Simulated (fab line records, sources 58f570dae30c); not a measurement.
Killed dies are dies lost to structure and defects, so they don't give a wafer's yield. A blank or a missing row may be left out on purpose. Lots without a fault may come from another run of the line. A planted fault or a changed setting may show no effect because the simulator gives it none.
Which tool did it? | flow berkeley_cmos170 | 6 lots, 18 wafers sampled, at 3 steps of a route of 331

WHAT THE GAUGES READ, wafer by wafer
UCB170_GATE_THK_MEAS_05.
lot  | measured     | on            | GATE_POLY_THK (nm)
L348 | day 6 15:28  | film_metro-01 | 214.9 216.1 214.2
L355 | day 8 22:21  | film_metro-02 | 303.9 305.1 302.9
L360 | day 9 14:06  | film_metro-04 | 209.7 212.2 210.4
L359 | day 9 20:23  | film_metro-01 | 213.4 210.7 211.7
L363 | day 10 03:04 | film_metro-02 | 211.7 212.9 211.7
L367 | day 10 21:35 | film_metro-01 | 214.0 217.5 215.0

WHICH TOOL RAN EACH LOT (tool, then ch and the chambers of the sampled wafers, then the start)
lot  | UCB170_NWELL_STRIP_15               | UCB170_GATE_CVD_04
L348 | plasma_asher-03 ch 0,1, day 2 18:46 | lpcvd-01 ch 0, day 6 14:04
L355 | plasma_asher-04 ch 0,1, day 4 15:22 | lpcvd-02 ch 1, day 8 20:57
L360 | plasma_asher-04 ch 0,1, day 5 13:54 | lpcvd-01 ch 0, day 9 12:42
L359 | plasma_asher-04 ch 0,1, day 5 14:29 | lpcvd-01 ch 1, day 9 18:59
L363 | plasma_asher-02 ch 0,1, day 6 01:05 | lpcvd-01 ch 0, day 10 01:40
L367 | plasma_asher-03 ch 0,1, day 6 22:14 | lpcvd-01 ch 1, day 10 20:11
- UCB170_NWELL_STRIP_15: strips in O2.
- UCB170_GATE_CVD_04: deposits poly-Si from SiH4, time 1440 s, target thk 214 nm.

THE ANSWER, worked out from the rows above alone
Rule: what is usual is taken from the lots themselves. Put in order of their means at a reading, lots are off if they are a third of the lots or fewer, leave a main group of 4 or more, and stand apart from it by a gap of 3 or more times the standard deviation of the main group's means; of several such gaps the widest counts. A main group whose means are all the same, to the digits that the tables above print for the reading, isn't used. A lot without any number at a reading at which 4 lots or more have one is off too. The other lots that the step has rows for count as sound.
Off: L355, at UCB170_GATE_THK_MEAS_05 (GATE_POLY_THK). The main group: mean 213.1 nm, standard deviation 1.9.
A tool fits if, at a process step before that reading, it ran every lot that is off, and no sound lot after the first of them. The gauges at UCB170_GATE_THK_MEAS_05 are tried like those tools. One fits: lpcvd-02 at UCB170_GATE_CVD_04. It ran no sound lot before its first lot that is off in this sample, so the start can't be narrowed down.

WHAT THE SIMULATOR HAD PUT IN
Process parameter drift: lpcvd-02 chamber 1, from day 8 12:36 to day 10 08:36, at UCB170_GATE_CVD_04. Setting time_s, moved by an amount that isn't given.
Lots struck among those shown: L355. The rule above found the same.
